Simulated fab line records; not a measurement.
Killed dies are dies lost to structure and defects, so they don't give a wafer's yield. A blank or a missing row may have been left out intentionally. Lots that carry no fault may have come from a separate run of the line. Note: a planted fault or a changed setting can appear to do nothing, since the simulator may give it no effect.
Split-lot study -- flow berkeleyCmos170 -- route with 331 steps; 5 lots, 23 wafers read

## THE SPLIT
At UCB170_V1_ETCH_14 (etches SiO2 in CHF3/CF4/Ar, stops on Al, target depth 1250 nm, time 291 s), the setting overEtchFrac was moved away from the recipe's 0.25 on 8 of the 23 wafers read, by -7.7% to +29.2%. This setting was run at the recipe's value on the other wafers.

Reading taken at the split's own step.

## THE READING
KrF_of_V1_COAT_07.thkNm (the simulator's own value, which no gauge read), in nm, at UCB170_V1_ETCH_14 (etches SiO2 in CHF3/CF4/Ar, stops on Al, target depth 1250 nm, time 291 s). The file does not state a usual value for it. Here, 15 wafers ran the recipe; their average is 610.2 nm with a standard deviation of 2.4 nm.

wafer,"tool, chamber at the split",overEtchFrac as run,against the recipe,"KrF_of_V1_COAT_07.thkNm, nm",against lot-mates on the recipe
L078.1,"rieDiel-03, 2",0.25,recipe,611.7,-
L078.4,"rieDiel-03, 3",0.25,recipe,613.3,-
L078.5,"rieDiel-03, 0",0.25,recipe,610.7,-
L079.1,"rieDiel-04, 0",0.271,+8.4%,606.5,-5.6
L079.2,"rieDiel-04, 1",0.271,+8.4%,605,-7.1
L079.4,"rieDiel-04, 3",0.25,recipe,611.5,-
L079.5,"rieDiel-04, 3",0.271,+8.4%,607.7,-4.4
L079.6,"rieDiel-04, 0",0.25,recipe,612.7,-
L080.1,"rieDiel-03, 3",0.25,recipe,614.1,-
L080.3,"rieDiel-03, 0",0.3231,+29.2%,592.7,-18.6
L080.4,"rieDiel-03, 1",0.25,recipe,609.6,-
L080.5,"rieDiel-03, 2",0.25,recipe,610.1,-
L080.6,"rieDiel-03, 3",0.3231,+29.2%,598.5,-12.8
L081.1,"rieDiel-02, 1",0.2307,-7.7%,611.2,+1.5
L081.2,"rieDiel-02, 0",0.25,recipe,608.9,-
L081.3,"rieDiel-02, 3",0.2307,-7.7%,615.5,+5.8
L081.5,"rieDiel-02, 3",0.25,recipe,610.6,-
L081.6,"rieDiel-02, 0",0.2307,-7.7%,612.9,+3.1
L084.1,"rieDiel-02, 0",0.25,recipe,605,-
L084.2,"rieDiel-02, 2",0.25,recipe,607.7,-
L084.3,"rieDiel-02, 3",0.25,recipe,611.7,-
L084.5,"rieDiel-02, 3",0.25,recipe,608.4,-
L084.6,"rieDiel-02, 2",0.25,recipe,606.7,-

THE FIT
A straight line over all 23 wafers: KrF_of_V1_COAT_07.thkNm changes by -0.482 nm for each +1% of overEtchFrac; r = -0.89; the points scatter about the line by 2.4 nm.
The same after taking each lot's own level away (the mean of its wafers on the recipe; 23 wafers): -0.536 nm for each +1%; r = -0.94; scatter 1.9 nm.
The reading moves by 16 nm for the largest change in overEtchFrac, on that fit.
Measured against the standard deviation above, the lots' own levels, which go from 607.90 to 612.10 nm, span 1.7 times it.
So the lot-to-lot level changes the slope: the two fits differ.
Check: -14.1 nm against its lot-mates is what the line predicts for one of the wafers moved furthest among these (+29.2%) when that wafer is left out of the fit. It came out at -18.6 nm against them.

## THE WHOLE CHAIN: every reading that the file lists as answering this split, in the file's order
step,what it does,reading,change (the file's fit),r (the file's)
UCB170_V1_ETCH_14,"etches SiO2 in CHF3/CF4/Ar, stops on Al, target depth 1250 nm, time 291 s","KrF_of_V1_COAT_07.thkNm (the simulator's own value, which no gauge read)",-0.541 nm for each +1% of the setting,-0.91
UCB170_V1_STRIP_15,strips in O2,stripTimeToEndpointS,withheld for each +1% of the setting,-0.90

## THE FILE'S OWN FIT
KrF_of_V1_COAT_07.thkNm changes by -0.541 nm for each +1% of overEtchFrac, r = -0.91.
